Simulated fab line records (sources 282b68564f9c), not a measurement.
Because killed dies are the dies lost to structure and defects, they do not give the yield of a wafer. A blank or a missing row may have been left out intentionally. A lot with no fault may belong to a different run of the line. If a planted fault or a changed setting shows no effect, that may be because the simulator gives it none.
Code-filled problem report in 8D (eight disciplines) form -- flow rit-cmos -- the parts of the form that need people (team, actions taken, sign-off) are left out

== 1. PROBLEM STATEMENT ==
Wafers without a fault read 3249.8 rpm, standard deviation 2.1; spin-speed-rpm at RIT_NSD_COAT_01 reads a mean of 3385.4 rpm on 6 wafers belonging to 2 lots. Relative to the usual mean, that is a shift of +65 standard deviations.
The step: resist thk 1000 nm.
Seen first at day 5 19:19 on litho-track-03, wafer L110.1. The record holds 18 wafers of 6 lots with a number at this step. Rule for "out" (also "out of limits"): further than 4 standard deviations from the usual mean. All remaining wafers that have a number are taken as sound.

== 2. WHAT THIS IS AND IS NOT ==
question,is,is not
which readings at this step,spin-speed-rpm,-
which lots,"L110, L111","L100, L112, L117, L998"
which wafers of those lots,all that have a number,-
read on which tools,litho-track-03,"litho-track-01, litho-track-02"
when,from day 5 19:19,"up to then (6 sound wafers); but 6 sound wafers of L112, L117 came after"

== 3. THE SUSPECTS, EACH WITH WHAT RULES IT OUT ==
Counting: a tool at any process step up to the reading remains a suspect when it ran all the lots that are out and ran no sound lot after the first of those.
- rie-diel-01 at RIT_SPACER_ETCHBACK_05 (etches Si3N4 in SF6/CHF3, stops on SiO2, target depth 250 nm, time 240 s): ruled out as a lasting fault. Following L110 (day 5 19:01), the first lot on it that is out, the sound lots L112, L117 were run on it.
- litho-track-03 at RIT_NSD_COAT_01 (resist thk 1000 nm): kept. Every lot that is out went through it, starting with L110 (day 5 19:19), and after that it ran no sound lot; the last sound lot it ran before then is L100 (day 3 13:47). Its own readings are out on those wafers: spin-speed-rpm.
Left after counting: litho-track-03 at RIT_NSD_COAT_01.

== 4. THE CAUSE (what the simulator had put in) ==
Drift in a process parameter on litho-track-03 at RIT_NSD_COAT_01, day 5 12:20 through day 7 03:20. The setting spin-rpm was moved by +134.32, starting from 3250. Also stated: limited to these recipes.
This tool alone remained once counting was done.

== 5. SEQUENCE OF EFFECTS, ordered by route ==
Each row: a reading whose mean over the struck wafers that have a number lies more than 3 standard deviations from the usual. Scope: only readings with a usual standard deviation given in the record; hours: median across lots of the time from each lot's start at the first step in this table that gives one to its start at this step; sigmas: change in usual standard deviations.
hours,step,reading,usual,on struck wafers,change,sigmas
0,RIT_NSD_COAT_01,spin-speed-rpm,3249.8 rpm,3385.4,+135.6,+65
Here are the process steps it includes:
- RIT_NSD_COAT_01: resist thk 1000 nm.
Later steps that measure or inspect, where all struck wafers having a row at the step show a number for every such reading and not one has moved that far: RIT_NSD_OVL_MEAS_06.

== 6. HOW IT WOULD HAVE BEEN CAUGHT EARLIER ==
In this record the first reading out of limits was taken at day 5 19:19, 7 hours after the fault began at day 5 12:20.
